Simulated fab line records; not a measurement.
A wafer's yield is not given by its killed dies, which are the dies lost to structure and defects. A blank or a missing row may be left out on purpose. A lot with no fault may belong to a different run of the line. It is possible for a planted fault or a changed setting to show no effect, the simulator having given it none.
One fault seen from 2 desks -- flow ritCmos -- only its own numbers are on each desk; what lay behind them is given at the end

AT THE TOOL OWNER'S DESK: rtpAnneal-02
The tool's own readings at RIT_SILICIDE_RTA_04 (time 10 s, ramp up 5 s, ramp down 5 s): means of the sampled wafers that have a number, for each lot that ran on this tool. A lot is out of limits, marked OUT, if its mean lies more than 4 standard deviations from the usual mean; the brackets give that distance.
Columns: A = wafer_temp_C_max at RIT_SILICIDE_RTA_04, usual 655.3
lot,first seen here,A
L897,day 3 07:07,654.8
L901,day 4 02:43,654.0
L903,day 4 14:08,654.0
L915,day 7 11:58,655.4
This desk's verdict: no lot among the 4 shows anything out of limits.

METROLOGY DESK
Means of the sampled wafers that have a number, per lot and without regard to the tool the lot ran on: this is what the gauges read. A lot is out of limits, marked OUT, if its mean lies more than 4 standard deviations from the usual mean; the brackets give that distance. Readings shown: 7 of its 14, picked as those furthest out on some lot.
Columns: A = PLDD_RS at RIT_SDANNEAL_RS_MEAS_06, usual 178.5 ohm/sq; B = NLDD_RS at RIT_SDANNEAL_RS_MEAS_07, usual 151.5 ohm/sq; C = SILICIDE_TI_RS at RIT_SILICIDE_RS_MEAS_02, usual 47.9 ohm/sq; D = SILICIDE_TI_THK at RIT_SILICIDE_THK_MEAS_03, usual 30.0 nm; E = M1_AL_RS at RIT_M1_RS_MEAS_01, usual 0.0732 ohm/sq; F = M1_AL_THK at RIT_M1_THK_MEAS_02, usual 402 nm; G = cdNm at RIT_M1_CD_MEAS_09, usual 2599.8 nm
lot,first seen here,A,B,C,D,E,F,G
L897,day 3 06:17,178.3,151.3,46.8,30.6,0.0728,405,2601.3
L900,day 3 21:04,178.7,151.8,46.6,30.7,0.0728,405,2595.7
L901,day 4 01:55,179.3,151.6,47.5,30.2,0.0729,404,2603.4
L903,day 4 13:19,179.0,152.1,47.3,30.3,0.0730,403,2599.2
L912,day 6 17:32,178.2,151.1,48.9,29.6,0.0733,401,2598.8
L915,day 7 11:08,178.6,151.3,48.6,29.7,0.0719,409,2598.6
This desk's verdict: no lot among the 6 shows anything out of limits.

PUT TOGETHER
The tool owner's desk saw nothing out of limits.
From the metrology desk's view, nothing was out of limits.

WHAT THE SIMULATOR PUT IN
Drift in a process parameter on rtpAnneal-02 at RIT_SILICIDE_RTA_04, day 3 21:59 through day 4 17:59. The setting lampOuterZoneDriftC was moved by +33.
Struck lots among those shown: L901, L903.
